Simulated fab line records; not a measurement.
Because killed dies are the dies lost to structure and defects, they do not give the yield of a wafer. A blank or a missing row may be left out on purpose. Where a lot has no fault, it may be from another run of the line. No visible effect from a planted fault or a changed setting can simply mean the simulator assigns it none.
Which tool was responsible?    flow rit-cmos    Sampling: 13 lots, 39 wafers, 2 of 202 route steps

WHAT THE GAUGES SHOWED, per wafer
RIT_NRETRO_TW_MEAS_10.
lot   measured     on             NRETRO_TW
L428  day 2 12:19  film-metro-01  1052 1044 1051
L429  day 2 21:31  film-metro-04  1051 1061 1054
L430  day 3 03:55  film-metro-01  1048 1052 1044
L433  day 3 13:56  film-metro-02  1041 1044 1044
L434  day 3 17:41  film-metro-02  30 30 30 30 30 30
L435  day 3 22:56  film-metro-04  1057 1053 1058
L440  day 4 22:59  film-metro-01  1050 1052 1055
L444  day 5 18:50  film-metro-02  1054 1048 1048
L445  day 5 23:48  film-metro-02  1040 1048 1046
L446  day 6 06:01  film-metro-02  1047 1040 1037
L447  day 6 09:40  film-metro-04  1063 1064 1059
L449  day 6 19:38  film-metro-01  1047 1051 1047
L450  day 7 00:43  film-metro-04  1051 1048 1053

EACH LOT AND THE TOOL THAT RAN IT (in order: tool; ch and the chambers of the sampled wafers; start)
lot   RIT_NWELL_STRIP_09
L428  plasma-asher-03 ch 0,1, day 2 01:43
L429  plasma-asher-02 ch 0,1, day 2 09:53
L430  plasma-asher-01 ch 0,1, day 2 17:04
L433  plasma-asher-02 ch 0,1, day 3 05:03
L434  plasma-asher-01 ch 0,1, day 3 09:02
L435  plasma-asher-03 ch 0,1, day 3 13:17
L440  plasma-asher-02 ch 0,1, day 4 14:17
L444  plasma-asher-02 ch 0,1, day 5 09:58
L445  plasma-asher-02 ch 1, day 5 15:01
L446  plasma-asher-02 ch 0,1, day 5 21:11
L447  plasma-asher-02 ch 0,1, day 6 00:55
L449  plasma-asher-02 ch 1, day 6 10:49
L450  plasma-asher-01 ch 0,1, day 6 15:44
- RIT_NWELL_STRIP_09: strips in O2, time 180 s.

WHAT THE TOOLS THEMSELVES READ (means of the sampled wafers that have a number; where no wafer has one, the mark that the record gives instead)
RIT_NWELL_STRIP_09.
lot   tool             drypump-motor-current-A (A)  o2-flow-sccm (sccm)  run-length-s (s)
L428  plasma-asher-03  5.8                          4011                 209.0
L429  plasma-asher-02  6.4                          3992                 208.6
L430  plasma-asher-01  6.4                          3998                 208.6
L433  plasma-asher-02  6.4                          4000                 208.5
L434  plasma-asher-01  6.4                          3995                 72.3
L435  plasma-asher-03  5.8                          4012                 208.9
L440  plasma-asher-02  6.4                          3991                 208.4
L444  plasma-asher-02  6.2                          3993                 208.7
L445  plasma-asher-02  5.9                          3999                 208.6
L446  plasma-asher-02  6.2                          3996                 208.6
L447  plasma-asher-02  6.4                          3995                 208.4
L449  plasma-asher-02  5.9                          4010                 208.4
L450  plasma-asher-01  6.2                          4012                 208.4

THE ANSWER, worked out from the rows above alone
Rule: usual is defined by the lots themselves. The widest of any qualifying gaps counts: lots, ordered by their means at a reading, are off when they make up no more than a third of the lots, leave a main group of 4 or more, and stand apart from it by 3 or more times the standard deviation of that group's means. If all means in a main group match to the digits the tables above print for the reading, that group is not used. Also off: a lot with no number at a reading for which 4 or more lots have one. Any other lot the step has rows for is counted as sound. The gauges are gone through in route order, then the tools' own readings, and for those a lot's mean is taken as printed above. The first step at which some lot is off is used, and at that step the reading that is off furthest; a lot without a number counts as furthest.
Off: L434, seen at RIT_NRETRO_TW_MEAS_10 (NRETRO_TW). Mean 1050 and standard deviation 5.6 in the main group.
If a tool, at a process step before that reading, ran all the lots that are off and no sound lot after the first of them, it fits. The gauges at RIT_NRETRO_TW_MEAS_10 aren't tried: what is off there is off at RIT_NWELL_STRIP_09 too, on other tools, and a gauge's error can't cause that. Not one of the candidates tried fits.

WHAT THE SIMULATOR HAD INSERTED
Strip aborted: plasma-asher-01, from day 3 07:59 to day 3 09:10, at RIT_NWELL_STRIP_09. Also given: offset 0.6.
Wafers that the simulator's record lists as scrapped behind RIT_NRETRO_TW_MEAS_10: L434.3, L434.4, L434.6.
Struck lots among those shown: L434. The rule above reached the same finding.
